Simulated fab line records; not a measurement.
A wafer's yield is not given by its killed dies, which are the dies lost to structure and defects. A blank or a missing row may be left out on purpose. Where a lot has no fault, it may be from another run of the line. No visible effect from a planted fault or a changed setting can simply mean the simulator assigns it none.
Comparing a struck lot with a sound one ; flow berkeley cmos170 ; 36 steps out of a route of 331
Sound: the wafers L715.1, L715.4, L715.6. Struck: wafers L724.3, L724.4, L724.6. At the end, the cause is stated.
At each step with rows: each side's tool, then ch and its chambers, then its first start. Under that, the readings that differ: sound wafers ; struck wafers ; difference of the means ; sigmas: that difference in standard deviations of wafers without a fault.
alike: a reading whose means differ by less than 2 such deviations, as well as words and numbers matching on both sides. not compared: withheld readings; readings where some wafer has no value; bounds like >300 that might hide an equal value; numbers whose values overlap and for which the record gives no deviation.
The two part at a step that has a row with sigmas, a row that says differs or no value, or rows on one side only. Numbers that don't overlap but have no deviation are shown without sigmas and don't part them. A reading that every wafer of one side lacks parts them only if that side has two wafers or more.

UCB170_SPACER_CVD_00: deposits SiO2 from TEOS/O2, target thk 376 nm, time 47 s.
  sound on pecvd-03 ch 0,1, day 9 01:19; struck on pecvd-04 ch 0,1, day 10 09:17
  alike: heater power w, pressure mtorr
UCB170_SPACER_THK_MEAS_01:
  sound: film metro-04 at day 9 01:22; struck: film metro-04 at day 10 09:21
  alike: SPACER_TEOS_THK
then, 1 step without rows for these wafers: UCB170_SPACER_ANNEAL_02 (time 1800 s).
UCB170_SPACER_ETCHBACK_03: etches SiO2 in CHF3/CF4/Ar, stops on Si, target depth 376 nm, time 100 s.
  sound on rie diel-01 ch 0,2,3, day 9 06:37; struck on rie diel-01 ch 0,2,3, day 10 14:44
  alike: drypump motor current A, mfc ar sccm, oes product au, throttle valve pct
  not compared: rf hours counter h
then, 6 steps without rows for these wafers: UCB170_PSD_HMDS_00 (prime time 60 s); UCB170_PSD_COAT_01 (resist thk 900 nm); UCB170_PSD_SOFTBAKE_02 (time 60 s); UCB170_PSD_EXPOSE_03 (exposes mask PSELECT MOD, target cd 1200 nm); UCB170_PSD_PEB_04; UCB170_PSD_DEVELOP_05 (develop time 45 s).
UCB170_PSD_CD_MEAS_06: the cd target is 1200 nm.
  sound: cd sem-01 at day 9 08:36; struck: cd sem-02 at day 10 16:14
  alike: cd nm
UCB170_PSD_OVL_MEAS_07:
  sound: overlay-02 at day 9 08:43; struck: overlay-01 at day 10 16:20
  alike: PSD_OVL
UCB170_PSD_IMPLANT_08:
  sound on implanter-01 ch 0, day 9 08:46; struck on implanter-01 ch 0, day 10 16:24
reading;sound;struck;difference;sigmas
dose ions cm2;2.999e+15 2.995e+15 2.996e+15;1.2e+15 1.201e+15 1.205e+15;-1.8e+15;-99 or more
end station pressure torr (Torr);1.3e-05 1.29e-05 1.33e-05;8e-06 8.3e-06 7.9e-06;-5e-06;-7
faraday current uA;9488 9374 9348;3879 3745 3716;-5623;-31
UCB170_PSD_STRIP_09: strips in O2.
  sound on plasma asher-03 ch 0,1, day 9 08:55; struck on plasma asher-03 ch 0,1, day 10 16:32
reading;sound;struck;difference;sigmas
oes product au (a.u.);0.598 0.595 0.592;0.738 0.742 0.737;+0.144;+29
strip time to endpoint s (s);29.49 29.51 29.53;21.69 21.68 21.67;-7.83;-99 or more
  alike: drypump motor current A
  not compared: rf hours counter h
UCB170_PSD_TW_MEAS_10:
  sound: film metro-02 at day 9 09:01; struck: film metro-01 at day 10 16:58
reading;sound;struck;difference;sigmas
PSD_TW;2315 2307 2313;1759 1755 1761;-553;-28
  not compared: hold
then, 6 steps without rows for these wafers: UCB170_NSD_HMDS_00 (prime time 60 s); UCB170_NSD_COAT_01 (resist thk 900 nm); UCB170_NSD_SOFTBAKE_02 (time 60 s); UCB170_NSD_EXPOSE_03 (exposes mask NSELECT MOD, target cd 1200 nm); UCB170_NSD_PEB_04; UCB170_NSD_DEVELOP_05 (develop time 45 s).
UCB170_NSD_CD_MEAS_06: the cd target is 1200 nm.
  sound: cd sem-02 at day 9 11:13; struck: cd sem-01 at day 11 01:29
  alike: cd nm
UCB170_NSD_OVL_MEAS_07:
  sound: overlay-01 at day 9 11:20; struck: overlay-01 at day 11 01:34
  alike: NSD_OVL
then, 1 step without rows for these wafers: UCB170_NSD_IMPLANT_08.
UCB170_NSD_STRIP_09: strips in O2.
  sound on plasma asher-02 ch 0,1, day 9 11:31; struck on plasma asher-01 ch 0,1, day 11 01:47
  alike: drypump motor current A, oes product au, strip time to endpoint s
  not compared: rf hours counter h
UCB170_NSD_TW_MEAS_10:
  sound: film metro-01 at day 9 11:37; struck: film metro-02 at day 11 01:52
reading;sound;struck;difference;sigmas
NSD_TW;4205 4210 4218;4118 4115 4123;-92;-2
then, 4 steps without rows for these wafers: UCB170_NSD_CLEAN_11 (cleans in SPM, time 600 s); UCB170_BACKSIDE_HMDS_00 (prime time 60 s); UCB170_BACKSIDE_COAT_01 (resist thk 900 nm); UCB170_BACKSIDE_SOFTBAKE_02 (time 60 s).
UCB170_BACKSIDE_STRIP_03: strips in O2.
  sound on plasma asher-04 ch 0,1, day 9 12:31; struck on plasma asher-01 ch 0,1, day 11 03:19
  alike: drypump motor current A, oes product au, strip time to endpoint s
  not compared: rf hours counter h
then, 1 step without rows for these wafers: UCB170_BACKSIDE_CLEAN_04 (cleans in SPM, time 600 s).
UCB170_SDANNEAL_RTA_00: time 10 s.
  sound on rtp anneal-02 ch 0, day 9 12:51; struck on rtp anneal-02 ch 0, day 11 04:34
  alike: anneal temp c max, lamp power pct, wafer_temp_C_max
then, 1 step without rows for these wafers: UCB170_SDANNEAL_RTA_01 (time 5 s).
UCB170_SDANNEAL_RS_MEAS_02: uses a four-point probe to measure.
  sound: film metro-03 at day 9 12:58; struck: film metro-03 at day 11 05:10
reading;sound;struck;difference;sigmas
PSD_RS (ohm/sq);74.9 74.5 74.7;145.5 144.9 144.7;+70.3;+99 or more
  not compared: hold
UCB170_M3_PROBE_99:
  rows exist in the record for the sound wafers here (prober-02, day 10 13:36), none for the struck ones

## WHERE THEY PART
First at UCB170_PSD_IMPLANT_08; last, within this record, at UCB170_M3_PROBE_99.

WHY: the cause the simulator had injected
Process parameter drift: implanter-01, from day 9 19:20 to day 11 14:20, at UCB170_PSD_IMPLANT_08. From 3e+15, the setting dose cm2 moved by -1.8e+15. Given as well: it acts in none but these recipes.
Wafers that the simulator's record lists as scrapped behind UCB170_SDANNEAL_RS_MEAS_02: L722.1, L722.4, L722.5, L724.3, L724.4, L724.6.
